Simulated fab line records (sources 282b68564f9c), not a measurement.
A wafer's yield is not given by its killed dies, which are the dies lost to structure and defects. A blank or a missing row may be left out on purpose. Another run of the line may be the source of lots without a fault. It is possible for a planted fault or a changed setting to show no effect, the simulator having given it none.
Split-lot study ; flow rit-cmos ; on a route of 202 steps: 5 lots, 23 wafers read

SPLIT DETAILS
At RIT_M1_EXPOSE_06 (exposes mask M12, target cd 2600 nm), the setting dose-mj was moved away from the recipe's 250 on 5 of the 23 wafers read, by +5.7% to +6.6%. All remaining wafers had this setting at the recipe value.

FROM THE SPLIT TO THE READING: what the file shows between them, 6 steps
- RIT_M1_PEB_07
- RIT_M1_DEVELOP_08: develop time 68 s
- RIT_M1_CD_MEAS_09: target cd 2600 nm
- RIT_M1_METAL_ETCH_12: etches Al in Cl2/BCl3, stops on SiO2, time 165 s, target depth 600 nm (also split here: rf-w)
- RIT_M1_STRIP_13: strips in nmp, time 600 s
- RIT_M1_STRIP_14: strips in O2, time 180 s

THE READING
Shown in nm: cd-nm at RIT_M1_CD_MEAS_90, with target cd 2600 nm. Fault-free wafers of this fab line usually give 2601 nm, standard deviation 3 nm.

wafer;tool, chamber at the split;dose-mj as run;against the recipe;cd-nm, nm;against lot-mates on the recipe
L074.1;iline-stepper-01, 0;266.4;+6.6%;2584;-16
L074.2;iline-stepper-01, 0;266.4;+6.6%;2583;-17
L074.4;iline-stepper-01, 0;250;recipe;2598;-
L074.5;iline-stepper-01, 0;250;recipe;2601;-
L074.6;iline-stepper-01, 0;250;recipe;2602;-
L077.2;iline-stepper-01, 0;250;recipe;2596;-
L077.4;iline-stepper-01, 0;250;recipe;2593;-
L077.5;iline-stepper-01, 0;250;recipe;2595;-
L079.1;iline-stepper-01, 0;250;recipe;2604;-
L079.3;iline-stepper-01, 0;250;recipe;2603;-
L079.4;iline-stepper-01, 0;250;recipe;2601;-
L079.5;iline-stepper-01, 0;250;recipe;2603;-
L079.6;iline-stepper-01, 0;250;recipe;2599;-
L081.1;iline-stepper-01, 0;250;recipe;2598;-
L081.2;iline-stepper-01, 0;250;recipe;2600;-
L081.3;iline-stepper-01, 0;250;recipe;2598;-
L081.4;iline-stepper-01, 0;250;recipe;2601;-
L081.6;iline-stepper-01, 0;250;recipe;2601;-
L080.1;iline-stepper-01, 0;250;recipe;2607;-
L080.2;iline-stepper-01, 0;264.3;+5.7%;2589;-17
L080.3;iline-stepper-01, 0;250;recipe;2605;-
L080.4;iline-stepper-01, 0;264.3;+5.7%;2584;-22
L080.5;iline-stepper-01, 0;264.3;+5.7%;2588;-18

FIT RESULTS
A straight line over all 23 wafers: cd-nm changes by -2.43 nm for each +1% of dose-mj; r = -0.89; the points scatter about the line by 3.3 nm.
The same after taking each lot's own level away (the mean of its wafers on the recipe; 23 wafers): -2.96 nm for each +1%; r = -0.97; scatter 2 nm.
According to that fit, moving dose-mj by its largest amount changes the reading by 19 nm.
From 2594.7 to 2606.0 nm: that is the span of the lots' own levels, equal to 3.8 times the standard deviation above.
So the slope is not independent of the lot-to-lot level: the two fits are not the same.
Check: for one of the wafers moved furthest among these (+6.6%), held out of the fit, the line's prediction against its lot-mates is -20.4 nm. Against them it came out at -16.3 nm.

FURTHER SPLITS ON THESE WAFERS
These wafers also went through other splits before the reading. Each is held against what the fit with the lots' levels taken away leaves over:
other split on the same wafers;wafers away from the commonest value;r with cd-nm (lot level and that fit taken away)
RIT_SDANNEAL_CLEAN_00 temp-c;18;-0.13
RIT_SDANNEAL_RTA_03 time-s;11;+0.32
RIT_CONTACT_EXPOSE_05 dose-mj;11;+0.16
RIT_CONTACT_STRIP_12 time-s;9;+0.28
RIT_M1_METAL_ETCH_12 rf-w;8;-0.33

THE WHOLE CHAIN: every reading that the file lists as answering this split, in the file's order
step;what it does;reading;change (the file's fit);r (the file's)
RIT_M1_CD_MEAS_09;target cd 2600 nm;cd-nm;-2.63 nm for each +1% of the setting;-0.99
RIT_M1_METAL_ETCH_12;etches Al in Cl2/BCl3, stops on SiO2, time 165 s, target depth 600 nm;M1.cd-nm (the simulator's own value, which no gauge read);-2.98 nm for each +1% of the setting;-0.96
RIT_M1_CD_MEAS_90;target cd 2600 nm;cd-nm;-2.9 nm for each +1% of the setting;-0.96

THE FILE'S OWN FIT
cd-nm changes by -2.9 nm for each +1% of dose-mj, r = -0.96.
